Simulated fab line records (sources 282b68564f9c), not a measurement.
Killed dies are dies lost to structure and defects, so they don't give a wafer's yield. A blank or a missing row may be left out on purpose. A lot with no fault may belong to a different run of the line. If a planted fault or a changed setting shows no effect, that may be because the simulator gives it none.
A struck lot beside a sound one / flow rit-cmos / 17 out of 202 route steps
Sound: these wafers, L722.1, L722.2, L722.6. Struck: wafers L714.1, L714.3, L714.4. The cause is given at the end.
Order at every step that has rows: each side's tool, ch and its chambers, its first start. Under that, the readings that differ: sound wafers / struck wafers / difference of the means / sigmas: that difference in standard deviations of wafers without a fault.
alike: same words and numbers on both sides, and readings whose means sit less than 2 such deviations apart. not compared: any withheld reading, any reading some wafer has no value for, any bound like >300 that may hide the same value, and any number with overlapping values for which the record gives no deviation.
The two part at a step that has a row with sigmas, a row that says differs or no value, or rows on one side only. Non-overlapping numbers with no deviation appear without sigmas and do not part them. Lack of a reading on every wafer of one side parts them only where that side has two or more wafers.

first, 2 steps without rows for these wafers: RIT_NRETRO_HARDBAKE_07 (time 120 s); RIT_NRETRO_IMPLANT_08.
RIT_NRETRO_STRIP_09: strips in O2, time 180 s.
  sound on plasma-asher-04 ch 0,1, day 5 03:44; struck on plasma-asher-04 ch 0,1, day 3 13:49
  alike: drypump-motor-current-A
  not compared: rf-hours-counter-h
RIT_NRETRO_TW_MEAS_10:
  sound: film-metro-03 at day 5 03:55; struck: film-metro-02 at day 3 13:59
  alike: NRETRO_TW
then, 6 steps without rows for these wafers: RIT_PRETRO_HMDS_00 (prime time 60 s); RIT_PRETRO_COAT_01 (resist thk 1300 nm); RIT_PRETRO_SOFTBAKE_02 (time 60 s); RIT_PRETRO_EXPOSE_03 (exposes mask M5, target cd 43700 nm); RIT_PRETRO_PEB_04; RIT_PRETRO_DEVELOP_05 (develop time 68 s).
RIT_PRETRO_OVL_MEAS_06:
  sound: overlay-02 at day 5 04:52; struck: overlay-02 at day 3 15:03
  alike: PRETRO_OVL
then, 1 step without rows for these wafers: RIT_PRETRO_HARDBAKE_07 (time 120 s).
RIT_PRETRO_IMPLANT_08:
  sound on implanter-02 ch 0, day 5 05:08; struck on implanter-03 ch 0, day 3 15:20
reading=beam-energy-keV; sound=44.994 44.994 45.022; struck=29.255 29.249 29.254; difference=-15.751; sigmas=-99 or more
reading=model.implant.rp-nm (nm); sound=142 142 142; struck=97.65 97.65 97.65; difference=-44.35; sigmas=
reading=model.implant.drp-nm (nm); sound=55.07 55.07 55.07; struck=42.09 42.09 42.09; difference=-12.98; sigmas=
  alike: beam-on-s, end-station-pressure-torr
RIT_PRETRO_STRIP_09: strips in O2, time 180 s.
  sound on plasma-asher-01 ch 0,1, day 5 05:17; struck on plasma-asher-03 ch 0,1, day 3 15:29
  alike: drypump-motor-current-A
  not compared: rf-hours-counter-h
RIT_PRETRO_TW_MEAS_10:
  sound: film-metro-04 at day 5 05:28; struck: film-metro-04 at day 3 15:40
reading=PRETRO_TW; sound=474 473 476; struck=444 445 445; difference=-30; sigmas=-7
then, 1 step without rows for these wafers: RIT_GATE_WET_ETCH_00 (etches SiO2 in BOE, target depth 56 nm, time 60 s).
RIT_M1_PROBE_99:
  sound: prober-01 at day 6 06:08; struck: prober-01 at day 4 18:20
reading=model.etest.nmos_0p3.r-on-ohm-um; sound=2105 2178 2108; struck=2432 2480 2452; difference=+324; sigmas=
reading=model.etest.nmos_0p15.r-on-ohm-um; sound=1064 1142 1067; struck=1243 1277 1237; difference=+161; sigmas=
reading=model.etest.nmos-turned.drive-ua-um; sound=341.4 337.1 343.3; struck=253.5 249.2 269; difference=-83.4; sigmas=
reading=model.etest.nmos_0p15.drive-ua-um; sound=478.7 478.7 476.2; struck=395.3 391.7 401.2; difference=-81.8; sigmas=
reading=model.etest.nmos-narrow.drive-ua-um; sound=227.2 232.1 230.9; struck=176.3 178.5 180.1; difference=-51.8; sigmas=
reading=model.etest.nmos_0p3.drive-ua-um; sound=224.3 228.2 226.9; struck=179.5 179.8 181.6; difference=-46.2; sigmas=
reading=model.etest.nmos_0p15.swing-mv-dec; sound=86.38 85.99 86.17; struck=87.56 87.17 87.83; difference=+1.34; sigmas=
reading=model.etest.ring.delay-ps; sound=26.15 26.35 26.52; struck=29.61 30.07 29.28; difference=+3.31; sigmas=
  alike: killed-at-contacts, killed-at-front-end, killed-dies, killed-open, killed-short

WHERE THEY PART
At RIT_PRETRO_IMPLANT_08 first; at RIT_PRETRO_TW_MEAS_10 last (within this record only). Later steps at which nothing parts them and some readings are alike: RIT_M1_PROBE_99.

WHY: what had been put in by the simulator
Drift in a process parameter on implanter-03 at RIT_PRETRO_IMPLANT_08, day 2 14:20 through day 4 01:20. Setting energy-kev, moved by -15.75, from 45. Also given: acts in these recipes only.
